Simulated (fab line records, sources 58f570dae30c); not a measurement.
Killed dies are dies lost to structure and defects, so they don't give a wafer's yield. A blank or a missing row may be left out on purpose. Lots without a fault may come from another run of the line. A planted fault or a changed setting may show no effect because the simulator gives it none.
fab line records | flow berkeley_cmos170
record lots=5 wafers=23
route steps=331 shown NLDD@159 PSD@179 SDANNEAL@204 V1@256 M2@272
start_h: hours from the record's first day to the start of the lot's first wafer shown | wait_h: hours since the lot's step before | " the same as in the row above | L1.1+2: a row that stands for several wafers | - no value, or no start given | * or withheld: withheld | < > ~ a bound
route shown NAME@n: a module of which the file shows steps, and the number in the route of the first | usual: mean/standard deviation of fault-free wafers | same: alike in all rows | chamber/n: place in a boat | sites: the reading at each site | _std_site: their standard deviation | _edge_site: outer sites' mean less inner sites' | radius_mm: how far each site lies from the wafer's centre | mask NAME#n: copy n | behind: the tool/chamber that last shaped the wafer | hold: why the lot was held/for how many hours/how that ended | device: the transistor (n, p or np) that didn't switch | end of line: the same wafers' tests at the end of the route | a step without rows: its recipe alone | killed: dies lost to structure and defects at the first sort, not the wafer's yield | map: a wafer's dies, x killed, . not, _ none there
set.NAME: the setting as run; set.NAME@STEP: as run at that earlier step | model.NAME: the simulator's own value behind a step, which no gauge read
lots whose settings were changed on purpose; a table a step, a row a wafer
## steps
# step UCB170_NLDD_COAT_01
# recipe resist=KrF spin_rpm=1500 resist_thk_nm=900
# columns lot.wafer tool chamber start_h wait_h set.resist_thk_nm model.KrF_of_NLDD_COAT_01.thk_nm
L074.1 litho_track-01 0 137.85 0.1 900 898.3
L074.2 " 0 " " 862.4 861.4
L074.3 " 0 " " 862.4 860.5
L074.5 " 0 " " 862.4 861.8
L074.6 " 0 " " 900 897.3
L077.1 litho_track-02 0 138.58 0.1 900 898.2
L077.2 " 0 " " 865.7 863.4
L077.3 " 0 " " 865.7 863.1
L077.5 " 0 " " 900 899.2
L077.6 " 0 " " 900 896
L078.2 litho_track-01 0 147.64 0.1 900 899.1
L078.3 " 0 " " 900 892.9
L078.4 " 0 " " 946.2 941.9
L078.5 " 0 " " 900 893.9
L078.6 " 0 " " 946.2 944.5
L082.2 litho_track-01 0 162.02 0.1 900 893.7
L082.4 " 0 " " 900 893.6
L082.5 " 0 " " 900 894.2
L085.1 litho_track-02 0 178.69 0.1 900 895.7
L085.2 " 0 " " 929.6 925.3
L085.3 " 0 " " 900 896
L085.4 " 0 " " 929.6 924.7
L085.6 " 0 " " 929.6 926.2
# step UCB170_NLDD_SOFTBAKE_02
# recipe resist=KrF temp_c=130 time_s=60
# step UCB170_NLDD_EXPOSE_03
# recipe mask_id=NSELECT na=0.5 sigma_outer=0.6 source_shape=conventional target_cd_nm=1200 dose_mj=30
# step UCB170_NLDD_IMPLANT_08
# recipe species=As dose_cm2=5e+13 energy_kev=30 tilt_deg=7 rotation_deg=0
# step UCB170_NLDD_IMPLANT_09
# recipe species=As dose_cm2=5e+13 energy_kev=30 tilt_deg=7 rotation_deg=180
# step UCB170_NLDD_STRIP_10
# recipe chemistry=O2 power_w=400 pressure_mtorr=3500 platen_temp_c=withheld o2_flow_sccm=400 overash_fraction=0.5
# usual strip_time_to_endpoint_s=21.59/0.075
# columns lot.wafer tool chamber start_h wait_h set.resist_thk_nm@NLDD_COAT_01 strip_time_to_endpoint_s
L074.1 plasma_asher-03 1 139.26 0.1 900 21.58
L074.2 " 0 " " 862.4 20.70
L074.3 " 1 " " 862.4 20.68
L074.5 " 1 " " 862.4 20.73
L074.6 " 0 " " 900 21.55
L077.1 plasma_asher-01 0 139.86 0.1 900 21.60
L077.2 " 1 " " 865.7 20.75
L077.3 " 1 " " 865.7 20.76
L077.5 " 0 " " 900 21.60
L077.6 " 1 " " 900 21.53
L078.2 plasma_asher-01 0 149.16 0.1 900 21.60
L078.3 " 1 " " 900 21.46
L078.4 " 0 " " 946.2 22.63
L078.5 " 0 " " 900 21.48
L078.6 " 1 " " 946.2 22.66
L082.2 plasma_asher-02 0 163.43 0.1 900 21.47
L082.4 " 1 " " 900 21.48
L082.5 " 1 " " 900 21.48
L085.1 plasma_asher-02 1 181.08 0.1 900 21.53
L085.2 " 0 " " 929.6 22.24
L085.3 " 1 " " 900 21.54
L085.4 " 0 " " 929.6 22.21
L085.6 " 0 " " 929.6 22.25
# step UCB170_PSD_PEB_04
# recipe peb_temp_c=130 peb_time_s=withheld resist=KrF
# columns lot.wafer tool chamber start_h wait_h set.peb_temp_c
L077.1+3+5 litho_track-04 0 144.52 0.3 132.8
L077.2+6 " 0 " " 130
L074.1+3+5 litho_track-03 0 144.98 0.3 130
L074.2+6 " 0 " " 131.6
L078.2+4 litho_track-03 0 153.03 0.2 130
L078.3+5+6 " 0 " " 127.4
L082.2+4+5 litho_track-02 0 166.81 0.5 130
L085.1+6 litho_track-03 0 185.54 0.1 130
L085.2+3+4 " 0 " " 131.3
# step UCB170_PSD_DEVELOP_05
# recipe developer=TMAH develop_time_s=45 resist=KrF dev_temp_c=21
# step UCB170_PSD_CD_MEAS_06
# recipe target_cd_nm=1200
# usual cd_nm=1199.1/1.1
# columns lot.wafer tool chamber start_h wait_h set.peb_temp_c@PSD_PEB_04 cd_nm
L077.1 cd_sem-01 - 144.79 - 132.8 1215.6
L077.2 " - " " 130 1198.8
L077.3 " - " " 132.8 1214.7
L077.5 " - " " 132.8 1216.0
L077.6 " - " " 130 1198.9
L074.1 cd_sem-02 - 145.25 - 130 1198.3
L074.2 " - " " 131.6 1209.3
L074.3 " - " " 130 1198.6
L074.5 " - " " 130 1198.8
L074.6 " - " " 131.6 1209.6
L078.2 cd_sem-02 - 153.30 - 130 1197.8
L078.3 " - " " 127.4 1176.8
L078.4 " - " " 130 1198.6
L078.5 " - " " 127.4 1178.5
L078.6 " - " " 127.4 1179.1
L082.2 cd_sem-02 - 167.08 - 130 1197.4
L082.4 " - " " 130 1197.1
L082.5 " - " " 130 1197.9
L085.1 cd_sem-02 - 185.82 - 130 1201.6
L085.2 " - " " 131.3 1209.6
L085.3 " - " " 131.3 1207.3
L085.4 " - " " 131.3 1209.8
L085.6 " - " " 130 1199.7
# step UCB170_PSD_IMPLANT_08
# recipe species=B dose_cm2=3e+15 energy_kev=20 tilt_deg=7
# columns lot.wafer tool chamber start_h wait_h set.dose_cm2
L077.1+6 implanter-02 0 144.95 0.0 3.078e+15
L077.2+3+5 " 0 " " 3e+15
L074.1+2+6 implanter-03 0 145.41 0.0 3.134e+15
L074.3+5 " 0 " " 3e+15
L078.2+3+4 implanter-03 0 153.46 0.0 3e+15
L078.5+6 " 0 " " 2.914e+15
L082.2+4+5 implanter-03 0 167.24 0.0 3e+15
L085.1+2+3+4+6 implanter-04 0 185.97 0.0 3e+15
# step UCB170_PSD_STRIP_09
# recipe chemistry=O2 power_w=400 pressure_mtorr=3500 platen_temp_c=withheld o2_flow_sccm=400 overash_fraction=0.5
# usual strip_time_to_endpoint_s=29.40/0.068
# columns lot.wafer tool chamber start_h wait_h set.dose_cm2@PSD_IMPLANT_08 strip_time_to_endpoint_s
L077.1 plasma_asher-04 0 145.10 0.1 3.078e+15 29.72
L077.2 " 1 " " 3e+15 29.43
L077.3 " 0 " " 3e+15 29.48
L077.5 " 0 " " 3e+15 29.46
L077.6 " 1 " " 3.078e+15 29.78
L074.1 plasma_asher-02 1 145.56 0.1 3.134e+15 29.78
L074.2 " 0 " " 3.134e+15 29.77
L074.3 " 1 " " 3e+15 29.40
L074.5 " 0 " " 3e+15 29.39
L074.6 " 1 " " 3.134e+15 29.85
L078.2 plasma_asher-02 0 153.59 0.1 3e+15 29.38
L078.3 " 1 " " 3e+15 29.40
L078.4 " 0 " " 3e+15 29.27
L078.5 " 0 " " 2.914e+15 29.08
L078.6 " 1 " " 2.914e+15 29.04
L082.2 plasma_asher-04 1 167.37 0.1 3e+15 29.37
L082.4 " 1 " " 3e+15 29.37
L082.5 " 0 " " 3e+15 29.34
L085.1 plasma_asher-04 1 186.12 0.1 3e+15 29.48
L085.2 " 0 " " 3e+15 29.51
L085.3 " 1 " " 3e+15 29.47
L085.4 " 0 " " 3e+15 29.43
L085.6 " 0 " " 3e+15 29.48
# step UCB170_PSD_TW_MEAS_10
# usual PSD_TW=2334/8.7
# columns lot.wafer tool chamber start_h wait_h set.dose_cm2@PSD_IMPLANT_08 PSD_TW
L077.1 film_metro-02 - 145.20 0.1 3.078e+15 2350
L077.2 " - " " 3e+15 2331
L077.3 " - " " 3e+15 2333
L077.5 " - " " 3e+15 2322
L077.6 " - " " 3.078e+15 2337
L074.1 film_metro-03 - 145.66 0.1 3.134e+15 2373
L074.2 " - " " 3.134e+15 2377
L074.3 " - " " 3e+15 2332
L074.5 " - " " 3e+15 2338
L074.6 " - " " 3.134e+15 2374
L078.2 film_metro-02 - 153.70 0.1 3e+15 2333
L078.3 " - " " 3e+15 2343
L078.4 " - " " 3e+15 2329
L078.5 " - " " 2.914e+15 2317
L078.6 " - " " 2.914e+15 2312
L082.2 film_metro-03 - 167.48 0.1 3e+15 2334
L082.4 " - " " 3e+15 2342
L082.5 " - " " 3e+15 2340
L085.1 film_metro-02 - 186.22 0.1 3e+15 2318
L085.2 " - " " 3e+15 2329
L085.3 " - " " 3e+15 2325
L085.4 " - " " 3e+15 2333
L085.6 " - " " 3e+15 2318
# step UCB170_SDANNEAL_RTA_00
# recipe temp_c=900 time_s=10 ambient=N2
# columns lot.wafer tool chamber start_h wait_h set.time_s
L077.1+2+3+5+6 rtp_anneal-02 0 149.27 0.0 10
L074.1+5 rtp_anneal-02 0 149.88 0.0 9.401
L074.2+3+6 " 0 " " 10
L078.2+3+4+5+6 rtp_anneal-02 0 157.74 0.0 10
L082.2+4+5 rtp_anneal-02 0 170.71 0.0 10
L085.1+3+6 rtp_anneal-01 0 192.16 0.0 10
L085.2+4 " 0 " " 9.237
# step UCB170_SDANNEAL_RTA_01
# recipe temp_c=1050 time_s=5 ambient=N2
# step UCB170_SDANNEAL_RS_MEAS_02
# recipe thk_meas_gauge=four-point-probe
# usual PSD_RS=75.4/0.43
# columns lot.wafer tool chamber start_h wait_h set.dose_cm2@PSD_IMPLANT_08 PSD_RS[ohm/sq]
L077.1 film_metro-03 - 149.39 0.0 3.078e+15 74.0
L077.2 " - " " 3e+15 75.8
L077.3 " - " " 3e+15 75.5
L077.5 " - " " 3e+15 76.0
L077.6 " - " " 3.078e+15 74.1
L074.1 film_metro-02 - 150.08 0.1 3.134e+15 73.5
L074.2 " - " " 3.134e+15 73.1
L074.3 " - " " 3e+15 75.7
L074.5 " - " " 3e+15 76.2
L074.6 " - " " 3.134e+15 73.3
L078.2 film_metro-01 - 157.87 0.1 3e+15 74.9
L078.3 " - " " 3e+15 74.7
L078.4 " - " " 3e+15 75.0
L078.5 " - " " 2.914e+15 76.5
L078.6 " - " " 2.914e+15 76.8
L082.2 film_metro-01 - 170.85 0.1 3e+15 75.9
L082.4 " - " " 3e+15 76.1
L082.5 " - " " 3e+15 75.8
L085.1 film_metro-01 - 192.29 0.0 3e+15 75.2
L085.2 " - " " 3e+15 75.4
L085.3 " - " " 3e+15 75.3
L085.4 " - " " 3e+15 75.3
L085.6 " - " " 3e+15 75.1
# step UCB170_V1_CMP_02
# recipe material=SiO2 down_force_psi=6 platen_rpm=60 pad_velocity_m_s=0.75398
# columns lot.wafer tool chamber start_h wait_h set.leave_above_ref_nm model.SiO2_of_V1_CVD_00.thk_nm
L077.2 cmp-01 1 158.95 0.0 1061 1064
L077.1 " 2 " " 1000 -
L077.3 " 3 " " 1061 1062
L077.5 " 1 " " 1000 1003
L077.6 " 2 " " 1061 -
L074.2 cmp-02 3 162.89 0.0 1000 1003
L074.1 " 0 " " 1000 999.8
L074.3 " 1 " " 1000 1001
L074.6 " 3 " " 1000 1002
L074.5 " 0 " " 1000 999.7
L078.4 cmp-01 0 169.65 0.3 1000 1001
L078.2 " 1 " " 933.1 936.2
L078.3 " 2 " " 933.1 932.8
L078.6 " 3 " " 933.1 934.3
L078.5 " 0 " " 1000 1000
L082.4 cmp-02 0 182.78 0.0 1000 999.1
L082.2 " 2 " " 1000 1001
L082.5 " 0 " " 1000 999.7
L085.2+1 cmp-02 2,1 203.70 0.5 1000 1001
L085.3 " 3 " " 953 954.9
L085.4 " 0 " " 1000 -
L085.6 " 2 " " 953 -
# step UCB170_V1_THK_MEAS_04
# recipe reads=SiO2_of_V1_CVD_00
# usual V1_POLISHED_THK=1000.8/1.4
# columns lot.wafer tool chamber start_h wait_h set.leave_above_ref_nm@V1_CMP_02 V1_POLISHED_THK[nm]
L077.1 film_metro-01 - 159.37 0.1 1000 998.8
L077.2 " - " " 1061 1064.5
L077.3 " - " " 1061 1060.9
L077.5 " - " " 1000 1002.4
L077.6 " - " " 1061 1059.3
L074.1 film_metro-01 - 163.31 0.1 1000 999.7
L074.2 " - " " 1000 1001.9
L074.3 " - " " 1000 1001.2
L074.5 " - " " 1000 999.2
L074.6 " - " " 1000 1001.6
L078.2 film_metro-04 - 170.03 0.1 933.1 936.8
L078.3 " - " " 933.1 932.7
L078.4 " - " " 1000 1001.4
L078.5 " - " " 1000 1001.1
L078.6 " - " " 933.1 933.9
L082.2 film_metro-01 - 183.21 0.1 1000 1000.2
L082.4 " - " " 1000 1000.1
L082.5 " - " " 1000 999.6
L085.1 film_metro-01 - 204.12 0.1 1000 1000.5
L085.2 " - " " 1000 1001.0
L085.3 " - " " 953 955.2
L085.4 " - " " 1000 999.1
L085.6 " - " " 953 952.5
# step UCB170_V1_DEVELOP_11
# recipe developer=TMAH develop_time_s=45 resist=KrF dev_temp_c=21
# columns lot.wafer tool chamber start_h wait_h set.develop_time_s
L077.1+2+3+5+6 litho_track-02 0 - - 45
L074.1+6 litho_track-01 0 - - 47.06
L074.2+3+5 " 0 " " 45
L078.2+3 litho_track-01 0 - - 45
L078.4+5+6 " 0 " " 40.75
L082.2+4+5 litho_track-02 0 - - 45
L085.1+3+6 litho_track-02 0 - - 45
L085.2+4 " 0 " " 48.3
# step UCB170_V1_ETCH_14
# recipe chemistry=CHF3/CF4/Ar target=SiO2 stop_on=Al CHF3_flow_sccm=45 cf4_flow_sccm=15 Ar_flow_sccm=150 pressure_mtorr=200 rf_w=700 target_depth_a=12500 over_etch_frac=0.25 time_s=291
# columns lot.wafer tool chamber start_h wait_h set.leave_above_ref_nm@V1_CMP_02 model.etch.depth_nm model.V1.feature_depth_nm
L077.1 rie_diel-01 1 164.87 0.0 1000 - 998.8
L077.2 " 2 " " 1061 1064 1064
L077.3 " 0 " " 1061 1062 1062
L077.5 " 1 " " 1000 1003 1003
L077.6 " 2 " " 1061 - 1059
L074.1 rie_diel-01 3 165.53 0.0 1000 999.8 1000
L074.2 " 0 " " 1000 1003 1003
L074.3 " 1 " " 1000 1001 1001
L074.5 " 1 " " 1000 999.7 999.7
L074.6 " 0 " " 1000 1002 1002
L078.2 rie_diel-02 3 171.92 0.0 933.1 936.2 936.2
L078.3 " 1 " " 933.1 932.8 933.7
L078.4 " 0 " " 1000 1001 1001
L078.5 " 1 " " 1000 1000 1001
L078.6 " 0 " " 933.1 934.3 934.4
L082.2 rie_diel-01 2 184.58 0.0 1000 1001 1001
L082.4 " 1 " " 1000 999.1 999.1
L082.5 " 2 " " 1000 999.7 999.7
L085.1+2 rie_diel-02 0,2 206.56 0.0 1000 1001 1001
L085.3 " 3 " " 953 954.9 954.9
L085.4 " 1 " " 1000 - 1000
L085.6 " 3 " " 953 - 952.8
# step UCB170_M2_SPUTTER_01
# recipe material=Al target_thk_nm=900 time_s=120 power_w=6000 chamber_pressure_pa=0.5
# columns lot.wafer tool chamber start_h wait_h set.power_w model.Al_of_M2_SPUTTER_01.thk_nm
L077.1 pvd_sputter-01 - 165.33 0.0 5520 813.5
L077.2 " - " " 6000 902.3
L077.3 " - " " 6000 889.7
L077.5 " - " " 6000 872.6
L077.6 " - " " 5520 814.4
L074.1 pvd_sputter-03 - 165.99 0.0 6000 909
L074.2 " - " " 6000 927.5
L074.3 " - " " 6000 917.1
L074.5 " - " " 6000 909.9
L074.6 " - " " 6000 907.1
L078.2 pvd_sputter-04 - 172.38 0.0 5775 868.1
L078.3 " - " " 5775 874
L078.4 " - " " 5775 879.3
L078.5 " - " " 6000 907.4
L078.6 " - " " 6000 900.3
L082.2 pvd_sputter-03 - 185.05 0.0 6000 913.7
L082.4 " - " " 6000 900
L082.5 " - " " 6000 903.6
L085.1 pvd_sputter-03 - 207.03 0.0 6000 907.8
L085.2 " - " " 6000 900.2
L085.3 " - " " 6000 903.3
L085.4 " - " " 6627 992.4
L085.6 " - " " 6627 997.6
# step UCB170_M2_RS_MEAS_02
# recipe thk_meas_gauge=four-point-probe reads=Al_of_M2_SPUTTER_01
# usual M2_AL_RS=0.0320/0.00041
# columns lot.wafer tool chamber start_h wait_h set.power_w@M2_SPUTTER_01 M2_AL_RS[ohm/sq]
L077.1 film_metro-02 - 165.42 0.0 5520 0.0356
L077.2 " - " " 6000 0.0321
L077.3 " - " " 6000 0.0325
L077.5 " - " " 6000 0.0332
L077.6 " - " " 5520 0.0356
L074.1 film_metro-03 - 166.07 0.0 6000 0.0318
L074.2 " - " " 6000 0.0313
L074.3 " - " " 6000 0.0315
L074.5 " - " " 6000 0.0318
L074.6 " - " " 6000 0.0319
L078.2 film_metro-04 - 172.49 0.1 5775 0.0334
L078.3 " - " " 5775 0.0332
L078.4 " - " " 5775 0.0330
L078.5 " - " " 6000 0.0319
L078.6 " - " " 6000 0.0322
L082.2 film_metro-02 - 185.15 0.1 6000 0.0316
L082.4 " - " " 6000 0.0322
L082.5 " - " " 6000 0.0320
L085.1 film_metro-03 - 207.11 0.0 6000 0.0319
L085.2 " - " " 6000 0.0322
L085.3 " - " " 6000 0.0321
L085.4 " - " " 6627 0.0292
L085.6 " - " " 6627 0.0290
# step UCB170_M2_THK_MEAS_03
# recipe thk_meas_gauge=xrf reads=Al_of_M2_SPUTTER_01
# usual M2_AL_THK=923/12
# columns lot.wafer tool chamber start_h wait_h set.power_w@M2_SPUTTER_01 M2_AL_THK[nm]
L077.1 film_metro-02 - 165.54 0.1 5520 834
L077.2 " - " " 6000 922
L077.3 " - " " 6000 910
L077.5 " - " " 6000 896
L077.6 " - " " 5520 837
L074.1 film_metro-03 - 166.19 0.1 6000 929
L074.2 " - " " 6000 948
L074.3 " - " " 6000 938
L074.5 " - " " 6000 927
L074.6 " - " " 6000 923
L078.2 film_metro-04 - 172.60 0.1 5775 891
L078.3 " - " " 5775 893
L078.4 " - " " 5775 895
L078.5 " - " " 6000 938
L078.6 " - " " 6000 921
L082.2 film_metro-02 - 185.26 0.1 6000 929
L082.4 " - " " 6000 915
L082.5 " - " " 6000 922
L085.1 film_metro-03 - 207.23 0.1 6000 922
L085.2 " - " " 6000 911
L085.3 " - " " 6000 919
L085.4 " - " " 6627 1004
L085.6 " - " " 6627 1014
# step UCB170_M2_METAL_ETCH_18
# recipe chemistry=Cl2/BCl3 target=Al stop_on=SiO2 pressure_mtorr=12 target_depth_a=11700 over_etch_frac=0.3 time_s=195 icp_w=600 bias_w=120 Cl2_flow_sccm=90 bcl3_flow_sccm=45
# columns lot.wafer tool chamber start_h wait_h set.time_s
L077.1+2+3 rie_metal-03 0,1,0 168.76 - 195
L077.5+6 " 0,1 " " 173.5
L074.1+3+5 rie_metal-02 1 169.37 - 195
L074.2+6 " 1 " " 208.8
L078.2+6 rie_metal-01 1 175.24 - 208.7
L078.3+4+5 " 0,1,0 " " 195
L082.2+4+5 rie_metal-03 0,0,1 187.17 - 195
L085.1+6 rie_metal-02 1 210.39 - 195
L085.2+3+4 " 0,1,0 " " 186.6
# step UCB170_M2_STRIP_19
# recipe chemistry=O2 power_w=400 pressure_mtorr=3500 platen_temp_c=withheld o2_flow_sccm=400 overash_fraction=0.5
# usual oes_product_au=0.530/0.024
# columns lot.wafer tool chamber start_h wait_h set.time_s@M2_METAL_ETCH_18 oes_product_au
L077.1 plasma_asher-02 1 168.95 0.1 195 0.529
L077.2 " 0 " " 195 0.514
L077.3 " 0 " " 195 0.518
L077.5 " 1 " " 173.5 0.617
L077.6 " 0 " " 173.5 0.602
L074.1 plasma_asher-02 0 169.74 0.3 195 0.526
L074.2 " 1 " " 208.8 0.481
L074.3 " 0 " " 195 0.524
L074.5 " 1 " " 195 0.526
L074.6 " 0 " " 208.8 0.475
L078.2 plasma_asher-02 0 175.43 0.1 208.7 0.448
L078.3 " 1 " " 195 0.563
L078.4 " 0 " " 195 0.494
L078.5 " 0 " " 195 0.559
L078.6 " 1 " " 208.7 0.450
L082.2 plasma_asher-03 1 187.36 0.1 195 0.525
L082.4 " 1 " " 195 0.523
L082.5 " 0 " " 195 0.518
L085.1 plasma_asher-04 0 210.58 0.1 195 0.530
L085.2 " 1 " " 186.6 0.599
L085.3 " 0 " " 186.6 0.560
L085.4 " 1 " " 186.6 0.606
L085.6 " 0 " " 195 0.532
## key
split step=UCB170_NLDD_COAT_01 setting=resist_thk_nm stated=900 by=wafer
response step=UCB170_NLDD_COAT_01 reading=model.KrF_of_NLDD_COAT_01.thk_nm change=+9.07 per=1% r=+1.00
response step=UCB170_NLDD_STRIP_10 reading=strip_time_to_endpoint_s change=* per=1% r=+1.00
split step=UCB170_PSD_PEB_04 setting=peb_temp_c stated=130 by=wafer
response step=UCB170_PSD_CD_MEAS_06 reading=cd_nm change=+8.74 per=1% r=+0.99
split step=UCB170_PSD_IMPLANT_08 setting=dose_cm2 stated=3e+15 by=wafer
response step=UCB170_PSD_STRIP_09 reading=strip_time_to_endpoint_s change=* per=1% r=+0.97
response step=UCB170_PSD_TW_MEAS_10 reading=PSD_TW change=+7.93 per=1% r=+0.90
response step=UCB170_SDANNEAL_RS_MEAS_02 reading=PSD_RS change=-0.619 per=1% r=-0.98
split step=UCB170_SDANNEAL_RTA_00 setting=time_s stated=10 by=wafer
response none clear
split step=UCB170_V1_CMP_02 setting=leave_above_ref_nm stated=1000 by=wafer
response step=UCB170_V1_CMP_02 reading=model.SiO2_of_V1_CVD_00.thk_nm change=+9.88 per=1% r=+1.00
response step=UCB170_V1_THK_MEAS_04 reading=V1_POLISHED_THK change=+9.96 per=1% r=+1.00
response step=UCB170_V1_ETCH_14 reading=model.etch.depth_nm change=+9.88 per=1% r=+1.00
response step=UCB170_V1_ETCH_14 reading=model.V1.feature_depth_nm change=+9.97 per=1% r=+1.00
split step=UCB170_V1_DEVELOP_11 setting=develop_time_s stated=45 by=wafer
response none clear
split step=UCB170_M2_SPUTTER_01 setting=power_w stated=6000 by=wafer
response step=UCB170_M2_SPUTTER_01 reading=model.Al_of_M2_SPUTTER_01.thk_nm change=+8.87 per=1% r=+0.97
response step=UCB170_M2_RS_MEAS_02 reading=M2_AL_RS change=-0.000318 per=1% r=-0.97
response step=UCB170_M2_THK_MEAS_03 reading=M2_AL_THK change=+9 per=1% r=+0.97
split step=UCB170_M2_METAL_ETCH_18 setting=time_s stated=195 by=wafer
response step=UCB170_M2_STRIP_19 reading=oes_product_au change=-0.00919 per=1% r=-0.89
